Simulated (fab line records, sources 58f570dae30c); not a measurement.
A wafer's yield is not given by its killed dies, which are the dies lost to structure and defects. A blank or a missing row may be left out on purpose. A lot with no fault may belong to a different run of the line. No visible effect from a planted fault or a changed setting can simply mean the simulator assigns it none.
Which tool is to blame? / flow berkeley_cmos170 / Sampling: 14 lots, 42 wafers, 5 of 331 route steps

== WHAT EACH GAUGE READ, for each wafer ==
UCB170_NVT_OVL_MEAS_06. Usual: for NVT_OVL the level is 0 nm and the standard deviation is 4.7.
lot=L110; measured=day 6 04:40; on=overlay-02; NVT_OVL (nm)=-2 -2 -3; flag=
lot=L111; measured=day 6 14:05; on=overlay-02; NVT_OVL (nm)=-5 -5 -2; flag=
lot=L112; measured=day 6 13:51; on=overlay-01; NVT_OVL (nm)=-1 2 4; flag=
lot=L113; measured=day 7 04:59; on=overlay-01; NVT_OVL (nm)=2 1 -2; flag=
lot=L114; measured=day 7 14:39; on=overlay-01; NVT_OVL (nm)=13 6 7; flag=
lot=L116; measured=day 7 14:39; on=overlay-02; NVT_OVL (nm)=-14 3 -7; flag=
lot=L117; measured=day 8 04:02; on=overlay-01; NVT_OVL (nm)=6 3 5; flag=
lot=L119; measured=day 8 13:46; on=overlay-01; NVT_OVL (nm)=0 5 -1; flag=
lot=L120; measured=day 9 02:41; on=overlay-01; NVT_OVL (nm)=-3 -2 1; flag=
lot=L126; measured=day 10 02:44; on=overlay-01; NVT_OVL (nm)=-1 -4 4; flag=
lot=L128; measured=day 10 16:13; on=overlay-02; NVT_OVL (nm)=5 1 7; flag=
lot=L129; measured=day 10 22:38; on=overlay-02; NVT_OVL (nm)=10 4 3; flag=
lot=L132; measured=day 11 23:49; on=overlay-02; NVT_OVL (nm)=-7 -5 3; flag=
lot=L133; measured=day 11 23:08; on=overlay-02; NVT_OVL (nm)=-1 -4 -4; flag=

UCB170_NSD_OVL_MEAS_07. Usual: for NSD_OVL the level is 2 nm and the standard deviation is 6.2.
lot=L110; measured=day 7 13:34; on=overlay-02; NSD_OVL (nm)=2 3 -1; flag=
lot=L111; measured=day 8 06:53; on=overlay-01; NSD_OVL (nm)=0 8 4; flag=
lot=L112; measured=day 8 07:04; on=overlay-01; NSD_OVL (nm)=3 0 3; flag=
lot=L113; measured=day 8 20:32; on=overlay-01; NSD_OVL (nm)=7 8 4; flag=
lot=L114; measured=day 9 01:37; on=overlay-02; NSD_OVL (nm)=8 7 7; flag=
lot=L116; measured=day 9 01:22; on=overlay-02; NSD_OVL (nm)=5 4 1; flag=
lot=L117; measured=day 9 11:57; on=overlay-01; NSD_OVL (nm)=4 9 1; flag=
lot=L119; measured=day 10 02:07; on=overlay-01; NSD_OVL (nm)=6 9 3; flag=
lot=L120; measured=day 10 09:47; on=overlay-02; NSD_OVL (nm)=-2 3 -3; flag=
lot=L126; measured=day 11 21:34; on=overlay-02; NSD_OVL (nm)=1 4 6; flag=
lot=L128; measured=day 12 04:56; on=overlay-02; NSD_OVL (nm)=4 6 0; flag=
lot=L129; measured=day 12 14:43; on=overlay-02; NSD_OVL (nm)=2 10 1; flag=
lot=L132; measured=day 13 14:30; on=overlay-01; NSD_OVL (nm)=6 4 11; flag=
lot=L133; measured=day 13 14:13; on=overlay-02; NSD_OVL (nm)=-3 -8 -6; flag=

UCB170_SDANNEAL_RS_MEAS_04: the measuring method here is four-point-probe. Usual: for PLDD_RS the level is 1032 ohm/sq and the standard deviation is 3.
lot=L110; measured=day 7 17:13; on=film_metro-04; PLDD_RS (ohm/sq)=1029 1028 1032; flag=
lot=L111; measured=day 8 08:57; on=film_metro-01; PLDD_RS (ohm/sq)=1026 1029 1027; flag=
lot=L112; measured=day 8 08:56; on=film_metro-02; PLDD_RS (ohm/sq)=1032 1030 1027; flag=
lot=L113; measured=day 8 22:09; on=film_metro-04; PLDD_RS (ohm/sq)=1037 1039 1036; flag=
lot=L114; measured=day 9 03:32; on=film_metro-04; PLDD_RS (ohm/sq)=1031 1025 1032; flag=
lot=L116; measured=day 9 03:09; on=film_metro-02; PLDD_RS (ohm/sq)=1031 1030 1030; flag=
lot=L117; measured=day 9 13:35; on=film_metro-04; PLDD_RS (ohm/sq)=1027 1027 1028; flag=
lot=L119; measured=day 10 03:49; on=film_metro-04; PLDD_RS (ohm/sq)=1037 1032 1035; flag=
lot=L120; measured=day 10 11:45; on=film_metro-04; PLDD_RS (ohm/sq)=1030 1031 1033; flag=
lot=L126; measured=day 11 23:14; on=film_metro-02; PLDD_RS (ohm/sq)=1030 1033 1037; flag=
lot=L128; measured=day 12 06:55; on=film_metro-04; PLDD_RS (ohm/sq)=- - -; flag=OFF
lot=L129; measured=day 12 16:20; on=film_metro-02; PLDD_RS (ohm/sq)=- - -; flag=OFF
lot=L132; measured=day 13 16:10; on=film_metro-02; PLDD_RS (ohm/sq)=1036 1036 1040; flag=
lot=L133; measured=day 13 15:55; on=film_metro-04; PLDD_RS (ohm/sq)=1031 1034 1032; flag=

== EACH LOT AND THE TOOL THAT RAN IT (in order: tool; ch and the chambers of the sampled wafers; start) ==
lot=L110; UCB170_NWELL_ETCH_13=rie_diel-02 ch 0,2,3, day 2 13:11; UCB170_PLDD_IMPLANT_08=implanter-04 ch 0, day 7 02:20
lot=L111; UCB170_NWELL_ETCH_13=rie_diel-02 ch 0,1,3, day 2 20:10; UCB170_PLDD_IMPLANT_08=implanter-03 ch 0, day 7 17:30
lot=L112; UCB170_NWELL_ETCH_13=rie_diel-04 ch 1,2,3, day 2 20:10; UCB170_PLDD_IMPLANT_08=implanter-04 ch 0, day 7 17:45
lot=L113; UCB170_NWELL_ETCH_13=rie_diel-01 ch 0,1,3, day 3 04:47; UCB170_PLDD_IMPLANT_08=implanter-03 ch 0, day 8 05:34
lot=L114; UCB170_NWELL_ETCH_13=rie_diel-02 ch 0,2,3, day 3 11:32; UCB170_PLDD_IMPLANT_08=implanter-03 ch 0, day 8 13:39
lot=L116; UCB170_NWELL_ETCH_13=rie_diel-01 ch 0,1,3, day 3 12:07; UCB170_PLDD_IMPLANT_08=implanter-02 ch 0, day 8 13:49
lot=L117; UCB170_NWELL_ETCH_13=rie_diel-04 ch 1,2, day 4 02:22; UCB170_PLDD_IMPLANT_08=implanter-03 ch 0, day 9 00:15
lot=L119; UCB170_NWELL_ETCH_13=rie_diel-02 ch 0,1,3, day 4 10:40; UCB170_PLDD_IMPLANT_08=implanter-04 ch 0, day 9 11:53
lot=L120; UCB170_NWELL_ETCH_13=rie_diel-02 ch 0,2,3, day 4 16:31; UCB170_PLDD_IMPLANT_08=implanter-02 ch 0, day 9 20:53
lot=L126; UCB170_NWELL_ETCH_13=rie_diel-01 ch 0,1,2, day 5 17:17; UCB170_PLDD_IMPLANT_08=implanter-03 ch 0, day 11 05:59
lot=L128; UCB170_NWELL_ETCH_13=rie_diel-01 ch 1,3, day 6 03:07; UCB170_PLDD_IMPLANT_08=implanter-02 ch 0, day 11 17:31
lot=L129; UCB170_NWELL_ETCH_13=rie_diel-02 ch 0,1,2, day 6 10:38; UCB170_PLDD_IMPLANT_08=implanter-02 ch 0, day 11 22:30
lot=L132; UCB170_NWELL_ETCH_13=rie_diel-04 ch 1,3, day 7 11:21; UCB170_PLDD_IMPLANT_08=implanter-03 ch 0, day 13 02:31
lot=L133; UCB170_NWELL_ETCH_13=rie_diel-01 ch 0,1,3, day 7 11:35; UCB170_PLDD_IMPLANT_08=implanter-04 ch 0, day 13 02:19
- UCB170_NWELL_ETCH_13: etches Si3N4 in CH3F/Ar/O2, stops on SiO2, target depth 246.4 nm, time 154 s.
- UCB170_PLDD_IMPLANT_08

== WHAT THE TOOLS THEMSELVES READ (means of the sampled wafers that have a number; where no wafer has one, the mark that the record gives instead) ==
UCB170_NWELL_ETCH_13. Usual: chamber_pressure_mTorr 50.00 mTorr, standard deviation 0.042; drypump_motor_current_A 5.9 A, standard deviation 0.32; oes_product_au 0.936 a.u., standard deviation 0.01; throttle_valve_pct 8.05 %, standard deviation 0.13.
lot=L110; tool=rie_diel-02; chamber_pressure_mTorr (mTorr)=49.98; drypump_motor_current_A (A)=6.1; oes_product_au (a.u.)=0.939; throttle_valve_pct (%)=8.09; flag=
lot=L111; tool=rie_diel-02; chamber_pressure_mTorr (mTorr)=50.01; drypump_motor_current_A (A)=6.0; oes_product_au (a.u.)=0.946; throttle_valve_pct (%)=8.10; flag=
lot=L112; tool=rie_diel-04; chamber_pressure_mTorr (mTorr)=50.01; drypump_motor_current_A (A)=6.0; oes_product_au (a.u.)=0.936; throttle_valve_pct (%)=8.08; flag=
lot=L113; tool=rie_diel-01; chamber_pressure_mTorr (mTorr)=49.98; drypump_motor_current_A (A)=5.7; oes_product_au (a.u.)=0.935; throttle_valve_pct (%)=8.05; flag=
lot=L114; tool=rie_diel-02; chamber_pressure_mTorr (mTorr)=49.99; drypump_motor_current_A (A)=6.2; oes_product_au (a.u.)=0.935; throttle_valve_pct (%)=8.10; flag=
lot=L116; tool=rie_diel-01; chamber_pressure_mTorr (mTorr)=50.00; drypump_motor_current_A (A)=5.7; oes_product_au (a.u.)=0.929; throttle_valve_pct (%)=8.05; flag=
lot=L117; tool=rie_diel-04; chamber_pressure_mTorr (mTorr)=50.01; drypump_motor_current_A (A)=5.9; oes_product_au (a.u.)=0.940; throttle_valve_pct (%)=7.96; flag=
lot=L119; tool=rie_diel-02; chamber_pressure_mTorr (mTorr)=50.01; drypump_motor_current_A (A)=6.0; oes_product_au (a.u.)=0.938; throttle_valve_pct (%)=8.09; flag=
lot=L120; tool=rie_diel-02; chamber_pressure_mTorr (mTorr)=49.98; drypump_motor_current_A (A)=6.1; oes_product_au (a.u.)=0.945; throttle_valve_pct (%)=8.10; flag=
lot=L126; tool=rie_diel-01; chamber_pressure_mTorr (mTorr)=49.95; drypump_motor_current_A (A)=5.8; oes_product_au (a.u.)=0.930; throttle_valve_pct (%)=8.08; flag=
lot=L128; tool=rie_diel-01; chamber_pressure_mTorr (mTorr)=49.99; drypump_motor_current_A (A)=5.6; oes_product_au (a.u.)=0.927; throttle_valve_pct (%)=8.09; flag=
lot=L129; tool=rie_diel-02; chamber_pressure_mTorr (mTorr)=49.99; drypump_motor_current_A (A)=5.9; oes_product_au (a.u.)=0.934; throttle_valve_pct (%)=8.04; flag=
lot=L132; tool=rie_diel-04; chamber_pressure_mTorr (mTorr)=50.00; drypump_motor_current_A (A)=5.9; oes_product_au (a.u.)=0.934; throttle_valve_pct (%)=8.13; flag=
lot=L133; tool=rie_diel-01; chamber_pressure_mTorr (mTorr)=49.99; drypump_motor_current_A (A)=5.7; oes_product_au (a.u.)=0.948; throttle_valve_pct (%)=8.06; flag=

UCB170_PLDD_IMPLANT_08. Usual: beam_energy_keV 10.000, standard deviation 0.0033; beam_on_s 10.14 s, standard deviation 0.25; tilt_deg 6.993 degrees, standard deviation 0.021.
lot=L110; tool=implanter-04; beam_energy_keV=9.999; beam_on_s (s)=10.32; tilt_deg (degrees)=7.003; flag=
lot=L111; tool=implanter-03; beam_energy_keV=9.999; beam_on_s (s)=10.11; tilt_deg (degrees)=6.955; flag=
lot=L112; tool=implanter-04; beam_energy_keV=10.002; beam_on_s (s)=10.47; tilt_deg (degrees)=6.995; flag=
lot=L113; tool=implanter-03; beam_energy_keV=10.001; beam_on_s (s)=9.89; tilt_deg (degrees)=6.986; flag=
lot=L114; tool=implanter-03; beam_energy_keV=10.001; beam_on_s (s)=10.10; tilt_deg (degrees)=6.988; flag=
lot=L116; tool=implanter-02; beam_energy_keV=9.999; beam_on_s (s)=9.85; tilt_deg (degrees)=7.009; flag=
lot=L117; tool=implanter-03; beam_energy_keV=10.002; beam_on_s (s)=10.10; tilt_deg (degrees)=7.005; flag=
lot=L119; tool=implanter-04; beam_energy_keV=10.001; beam_on_s (s)=10.35; tilt_deg (degrees)=6.988; flag=
lot=L120; tool=implanter-02; beam_energy_keV=10.003; beam_on_s (s)=9.81; tilt_deg (degrees)=6.976; flag=
lot=L126; tool=implanter-03; beam_energy_keV=10.002; beam_on_s (s)=10.10; tilt_deg (degrees)=6.982; flag=
lot=L128; tool=implanter-02; beam_energy_keV=9.997; beam_on_s (s)=9.95; tilt_deg (degrees)=8.873; flag=OFF
lot=L129; tool=implanter-02; beam_energy_keV=9.998; beam_on_s (s)=9.84; tilt_deg (degrees)=8.856; flag=OFF
lot=L132; tool=implanter-03; beam_energy_keV=9.999; beam_on_s (s)=9.96; tilt_deg (degrees)=7.008; flag=
lot=L133; tool=implanter-04; beam_energy_keV=10.003; beam_on_s (s)=10.39; tilt_deg (degrees)=6.979; flag=

== THE ANSWER, worked out from the rows above alone ==
Rule: a lot is off if the mean of its wafers that have a number lies more than 3 standard deviations from the usual mean. A lot without any number at a reading at which 4 lots or more have one is off too. The other lots that the step has rows for count as sound. Order of review: gauges by route order, followed by the tools' own readings, for which a lot's mean as printed above is used. At the first step where some lot is off, the reading lying furthest off is the one used; lots without a number count as furthest.
Off: L128, L129, seen at UCB170_SDANNEAL_RS_MEAS_04 (PLDD_RS). Without a number there: L128, L129.
If a tool, at a process step before that reading, ran all the lots that are off and no sound lot after the first of them, it fits. The gauges at UCB170_SDANNEAL_RS_MEAS_04 aren't tried: what is off there is off at UCB170_PLDD_IMPLANT_08 too, on other tools, and a gauge's error can't cause that. One candidate fits, namely implanter-02 at UCB170_PLDD_IMPLANT_08. Its last sound lot is L120 (day 9 20:53), its first lot that is off L128 (day 11 17:31): a fault that began between those two fits.
The tool's own readings at UCB170_PLDD_IMPLANT_08 bear it out: on the lots that are off they differ by more than 5 times the standard deviation of the sound lots' means. tilt_deg reads 8.864 degrees there against 6.990 degrees on the sound lots.

== WHAT THE SIMULATOR HAD PUT IN ==
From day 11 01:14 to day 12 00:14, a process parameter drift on implanter-02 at UCB170_PLDD_IMPLANT_08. Setting tilt_deg, moved by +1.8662, from 7. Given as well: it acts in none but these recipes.
Lots struck among those shown: L128, L129. This agrees with what the rule above found.
